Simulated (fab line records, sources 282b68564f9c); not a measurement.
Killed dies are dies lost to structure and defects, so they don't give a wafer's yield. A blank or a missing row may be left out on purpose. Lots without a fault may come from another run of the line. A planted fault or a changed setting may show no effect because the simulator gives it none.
Tool commonality check | flow rit_cmos | 14 lots, 42 wafers sampled

WHY IT WAS OPENED
At RIT_FOX2_THK_MEAS_01 the reading FOX2_OXIDE_THK is flagged on 2 of 14 lots. Wafers without a fault read 353 nm, standard deviation 5.2.
Rule: a lot is flagged when every wafer of it that has a number lies more than 4 standard deviations from that mean, or none has a number. The other lots count as sound.

lot  | measured    | on            | FOX2_OXIDE_THK (nm), wafer by wafer | flag
L573 | day 1 23:59 | film_metro-04 | 366 364 358                         |
L575 | day 2 12:16 | film_metro-02 | 350 358 354                         |
L576 | day 2 15:49 | film_metro-02 | 361 358 357                         |
L577 | day 2 22:14 | film_metro-03 | 350 355 351                         |
L578 | day 3 02:22 | film_metro-02 | 346 348 349                         |
L579 | day 3 08:54 | film_metro-03 | 354 352 354                         |
L580 | day 3 15:24 | film_metro-03 | 346 341 348                         |
L581 | day 3 18:28 | film_metro-04 | 348 351 354                         |
L583 | day 4 05:26 | film_metro-02 | 347 351 347                         |
L584 | day 4 09:15 | film_metro-03 | 343 341 341                         |
L586 | day 4 19:17 | film_metro-02 | 287 287 285                         | FLAGGED
L589 | day 5 09:26 | film_metro-04 | 279 281 286                         | FLAGGED
L591 | day 5 18:49 | film_metro-03 | 348 349 355                         |
L593 | day 6 04:34 | film_metro-03 | 356 361 355                         |
The numbers of the flagged lots are 284 nm on average: -69 nm against the usual, or -13 standard deviations.

WHICH TOOL RAN EACH LOT
The record holds 1 process step before the reading, out of a route of 202 steps. In each cell: the tool, then ch and the chambers that the sampled wafers went through, then the start.
lot  | flag    | RIT_FOX2_OXIDATION_00
L573 |         | furnace-03 ch 0, day 1 22:40
L575 |         | furnace-03 ch 0, day 2 10:58
L576 |         | furnace-03 ch 0, day 2 14:29
L577 |         | furnace-03 ch 0, day 2 20:55
L578 |         | furnace-01 ch 0, day 3 01:04
L579 |         | furnace-01 ch 0, day 3 07:35
L580 |         | furnace-03 ch 0, day 3 14:05
L581 |         | furnace-01 ch 0, day 3 17:08
L583 |         | furnace-03 ch 0, day 4 04:07
L584 |         | furnace-04 ch 0, day 4 07:56
L586 | FLAGGED | furnace-03 ch 0, day 4 17:58
L589 | FLAGGED | furnace-03 ch 0, day 5 08:05
L591 |         | furnace-04 ch 0, day 5 17:30
L593 |         | furnace-01 ch 0, day 6 03:14
What these steps do:
- RIT_FOX2_OXIDATION_00: target thk 350.7 nm, ox time 1130 s.
- RIT_FOX2_THK_MEAS_01

FLAGGED OVER TOTAL, TOOL BY TOOL (the gauges that took the reading come last)
step                  | tool          | lots run | flagged | share of the flagged lots | sound lots run after its first flagged lot
RIT_FOX2_OXIDATION_00 | furnace-01    | 4        | 0       | none                      | -
RIT_FOX2_OXIDATION_00 | furnace-03    | 8        | 2       | all                       | 0
RIT_FOX2_OXIDATION_00 | furnace-04    | 2        | 0       | none                      | -
RIT_FOX2_THK_MEAS_01  | film_metro-02 | 5        | 1       | some                      | 0
RIT_FOX2_THK_MEAS_01  | film_metro-03 | 6        | 0       | none                      | -
RIT_FOX2_THK_MEAS_01  | film_metro-04 | 3        | 1       | some                      | 0

WHAT THE TABLE ALLOWS
1 row of the table ran every flagged lot: furnace-03 at RIT_FOX2_OXIDATION_00.
- furnace-03 at RIT_FOX2_OXIDATION_00: 2 of its 8 lots flagged. Its last sound lot is L583 (day 4 04:07), its first flagged lot L586 (day 4 17:58): a fault that began between those two fits. Its own readings lie more than 4 standard deviations out on every wafer of the flagged lots: spike_tc_centre_C, spike_tc_load_C, spike_tc_source_C, tube_center_temp_C, tube_center_temp_C_max.
One tool is left: furnace-03 at RIT_FOX2_OXIDATION_00.

WHAT THE SIMULATOR HAD PUT IN
Process parameter drift: furnace-03, from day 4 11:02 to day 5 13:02, at RIT_FOX2_OXIDATION_00. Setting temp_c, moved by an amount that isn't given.
Lots struck among those shown: L586, L589. The rule above found the same.
